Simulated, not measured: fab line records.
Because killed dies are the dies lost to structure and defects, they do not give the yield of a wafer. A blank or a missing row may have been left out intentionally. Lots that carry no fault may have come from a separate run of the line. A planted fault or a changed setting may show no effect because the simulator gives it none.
Which tool is to blame? | flow rit cmos | 14 lots (42 wafers sampled), 1 step of a 202-step route

WHAT THE GAUGES READ, wafer by wafer
The record lacks any reading of a measuring or inspecting step that a usual standard deviation could be used to judge.

WHICH TOOL RAN EACH LOT (tool, then ch and the chambers of the sampled wafers, then the start)
lot  | RIT_NRETRO_DEVELOP_05
L117 | litho track-01 ch 0, day 2 05:00
L118 | litho track-01 ch 0, day 2 12:00
L119 | litho track-01 ch 0, day 2 21:00
L120 | litho track-04 ch 0, day 3 02:00
L124 | litho track-01 ch 0, day 3 22:00
L128 | litho track-01, day 4 14:00
L129 | litho track-03, day 4 22:00
L130 | litho track-01 ch 0, day 5 03:00
L131 | litho track-01 ch 0, day 5 04:00
L132 | litho track-03 ch 0, day 5 13:00
L136 | litho track-03 ch 0, day 6 08:00
L137 | litho track-01 ch 0, day 6 12:00
L138 | litho track-03 ch 0, day 6 17:00
L139 | litho track-03 ch 0, day 6 21:00
- RIT_NRETRO_DEVELOP_05: develop time 68 s.

WHAT THE TOOLS THEMSELVES READ (means of the sampled wafers that have a number; where no wafer has one, the mark that the record gives instead)
RIT_NRETRO_DEVELOP_05.
lot  | tool           | chill plate temp C (C)
L117 | litho track-01 | 22.99
L118 | litho track-01 | 22.86
L119 | litho track-01 | 22.96
L120 | litho track-04 | 23.01
L124 | litho track-01 | 22.90
L128 | litho track-01 | -
L129 | litho track-03 | -
L130 | litho track-01 | 23.06
L131 | litho track-01 | 22.93
L132 | litho track-03 | 22.98
L136 | litho track-03 | 23.03
L137 | litho track-01 | 23.12
L138 | litho track-03 | 22.91
L139 | litho track-03 | 22.96

THE ANSWER, worked out from the rows above alone
Rule: the usual values come from the lots themselves. The widest of any qualifying gaps counts: lots, ordered by their means at a reading, are off when they make up no more than a third of the lots, leave a main group of 4 or more, and stand apart from it by 3 or more times the standard deviation of that group's means. A main group is skipped when, at the precision printed for the reading in the tables above, its means are all equal. Also off: a lot with no number at a reading for which 4 or more lots have one. The other lots that the step has rows for count as sound. First the gauges in route order, then the tools' own readings, where a lot's mean is used as printed above. At the first step where some lot is off, the reading lying furthest off is the one used; lots without a number count as furthest.
Off, at RIT_NRETRO_DEVELOP_05 on chill plate temp C: L128, L129. Without a number there: L128, L129. The main group has a mean of 22.98 C with a standard deviation of 0.07.
A tool fits if, at that step or a process step before it, it ran every lot that is off, and no sound lot after the first of them. Of those tried, none fits.

WHAT THE SIMULATOR PUT IN
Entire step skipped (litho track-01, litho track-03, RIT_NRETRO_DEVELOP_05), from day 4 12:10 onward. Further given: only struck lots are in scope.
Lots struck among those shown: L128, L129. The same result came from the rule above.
